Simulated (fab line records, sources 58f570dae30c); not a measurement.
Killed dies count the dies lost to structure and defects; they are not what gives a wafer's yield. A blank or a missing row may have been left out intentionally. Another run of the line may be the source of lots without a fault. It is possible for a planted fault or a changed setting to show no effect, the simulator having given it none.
2 desks, one fault | flow berkeley-cmos170 | numbers are kept per desk, each desk with only its own; the story behind them comes last

== THE METROLOGY DESK ==
Lot by lot, what the gauges showed, no matter which tool ran the lot: averages of those sampled wafers that carry a number. A lot is out of limits, marked OUT, if its mean lies more than 4 standard deviations from the usual mean; the brackets give that distance.
Columns: A = NWELL_NITRIDE_THK at UCB170_NWELL_THK_MEAS_05, usual 225.2 nm; B = V1_OVL at UCB170_V1_OVL_MEAS_13, usual 1 nm
lot  | first seen here | A               | B
L679 | day 2 17:31     | 227.0           | 8
L680 | day 2 17:31     | 225.1           | 10
L681 | day 2 23:49     | 221.2           | 4
L682 | day 2 23:49     | 224.8           | 3
L684 | day 3 16:48     | 225.0           | -4
L685 | day 3 16:50     | 225.7           | 13
L687 | day 4 07:53     | 226.0           | 4
L688 | day 4 07:54     | 220.6           | -4
L689 | day 4 14:53     | 227.9           | -6
L691 | day 4 22:57     | 224.9           | 3
L690 | day 4 22:58     | 225.7           | 5
L693 | day 5 06:51     | 194.1 (-13) OUT | -8
L694 | day 5 19:25     | 194.3 (-13) OUT | 4
L701 | day 7 04:15     | 221.2           | 13
Finding of this desk: L693, L694 out of limits, first seen on L693 at day 5 06:51 (NWELL_NITRIDE_THK at UCB170_NWELL_THK_MEAS_05). In limits: L679, L680, L681, L682, L684, L685, L687, L688, L689, L691, L690, L701.

== DESK OF THE TOOL OWNER: lpcvd-01 ==
The tool's own readings at UCB170_NWELL_CVD_04 (deposits Si3N4 from SiH2Cl2/NH3, target thk 224 nm, time 3360 s): means of the sampled wafers that have a number, for each lot that ran on this tool. A lot is out of limits, marked OUT, if its mean lies more than 4 standard deviations from the usual mean; the brackets give that distance.
Columns: A = pressure-mtorr at UCB170_NWELL_CVD_04, usual 199.9 mTorr
lot  | first seen here | A
L684 | day 3 14:52     | 200.0
L685 | day 3 14:52     | 199.9
L689 | day 4 12:57     | 199.9
L690 | day 4 21:01     | 199.7
L691 | day 4 21:01     | 200.4
L693 | day 5 04:55     | 199.9
L694 | day 5 16:31     | 199.9
Finding of this desk: none of the 7 lots has anything out of limits.

== BROUGHT TOGETHER ==
At day 5 06:51 the metrology desk could have sounded an alarm, on L693, L694.
Nothing out of limits was seen by the tool owner's desk.
The tool owner's desk has L693, L694 on record, within its limits.
Every lot named ran UCB170_NWELL_CVD_04 on lpcvd-01.

== WHAT THE SIMULATOR PUT IN ==
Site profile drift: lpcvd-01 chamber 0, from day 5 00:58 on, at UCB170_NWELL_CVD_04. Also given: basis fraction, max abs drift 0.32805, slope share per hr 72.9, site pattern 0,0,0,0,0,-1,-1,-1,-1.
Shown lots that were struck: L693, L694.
Hours from the fault's start to each desk's first reading out of limits: the metrology desk, 6.
